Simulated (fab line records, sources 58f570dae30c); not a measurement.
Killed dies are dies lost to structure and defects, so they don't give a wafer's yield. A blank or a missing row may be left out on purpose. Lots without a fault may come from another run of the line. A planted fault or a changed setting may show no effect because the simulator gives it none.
A struck lot beside a sound one | flow berkeley_cmos170 | 13 steps out of a route of 331
Sound: wafers L374.2, L374.3, L374.6. Struck: wafers L367.3, L367.5, L367.6. The cause comes at the end.
At each step with rows: each side's tool, then ch and its chambers, then its first start. Under that, the readings that differ: sound wafers | struck wafers | difference of the means | sigmas: that difference in standard deviations of wafers without a fault.
alike: readings whose means differ by less than 2 such deviations, and words and numbers that are the same on both sides. not compared: withheld readings, readings that some wafer has no value for, bounds like >300 that may hide the same value, and numbers for which the record gives no deviation and whose values overlap.
The two part at a step that has a row with sigmas, a row that says differs or no value, or rows on one side only. Numbers that don't overlap but have no deviation are shown without sigmas and don't part them. A reading that every wafer of one side lacks parts them only if that side has two wafers or more.

first, 1 step without rows for these wafers: UCB170_BACKSIDE_CLEAN_04 (cleans in SPM, time 600 s).
UCB170_SDANNEAL_RTA_00: time 10 s.
  sound on rtp_anneal-02 ch 0, day 9 16:59; struck on rtp_anneal-01 ch 0, day 8 16:43
  alike: lamp_power_pct, wafer_temp_C_max
UCB170_SDANNEAL_RTA_01: time 5 s.
  sound on rtp_anneal-02 ch 0, day 9 17:03; struck on rtp_anneal-01 ch 0, day 8 16:47
  alike: lamp_power_pct, wafer_temp_C_max
UCB170_SDANNEAL_RS_MEAS_02: measures by four-point-probe.
  sound on film_metro-02, day 9 17:07; struck on film_metro-02, day 8 16:52
  alike: PSD_RS
UCB170_SDANNEAL_RS_MEAS_03: measures by four-point-probe.
  sound on film_metro-02, day 9 17:14; struck on film_metro-02, day 8 16:59
  alike: NSD_RS
UCB170_SDANNEAL_RS_MEAS_04: measures by four-point-probe.
  sound on film_metro-02, day 9 17:22; struck on film_metro-02, day 8 17:06
  reading          | sound                | struck               | difference | sigmas
  PLDD_RS (ohm/sq) | 1030.2 1027.6 1029.0 | 1032.9 1035.6 1038.1 | +6.6       | +2
UCB170_SDANNEAL_RS_MEAS_05: measures by four-point-probe.
  sound on film_metro-02, day 9 17:29; struck on film_metro-02, day 8 17:13
  alike: NLDD_RS
then, 1 step without rows for these wafers: UCB170_SILICIDE_PRE_CLEAN_00 (preclean etch time 60 s).
UCB170_SILICIDE_SPUTTER_01: material Ti, target thk 30 nm, time 26.11 s.
  sound on pvd_sputter-03, day 9 17:39; struck on pvd_sputter-01, day 8 17:22
  alike: throttle_valve_pct
UCB170_SILICIDE_RS_MEAS_02: measures by four-point-probe.
  sound on film_metro-04, day 9 17:42; struck on film_metro-01, day 8 17:26
  alike: SILICIDE_TI_RS
UCB170_SILICIDE_THK_MEAS_03: measures by xrf.
  sound on film_metro-04, day 9 17:49; struck on film_metro-01, day 8 17:32
  alike: SILICIDE_TI_THK
UCB170_SILICIDE_RTA_04: time 15 s.
  sound on rtp_anneal-01 ch 0, day 9 17:52; struck on rtp_anneal-01 ch 0, day 8 17:36
  alike: lamp_power_pct, wafer_temp_C_max
UCB170_SILICIDE_WET_ETCH_05: etches Ti in SPM, time 45 s.
  sound on wet_bench-01 ch 2, day 9 17:56; struck on wet_bench-02 ch 0, day 8 17:39
  no value came back on the struck wafers for bath_guard_temp_C (C), bath_heat_duty_pct (%), temp_c (C); on the sound wafers bath_guard_temp_C (C) reads 119.7 119.9 120.0

WHERE THEY PART
First at UCB170_SDANNEAL_RS_MEAS_04; last, within this record, at UCB170_SILICIDE_WET_ETCH_05.

WHY: what the simulator had put in
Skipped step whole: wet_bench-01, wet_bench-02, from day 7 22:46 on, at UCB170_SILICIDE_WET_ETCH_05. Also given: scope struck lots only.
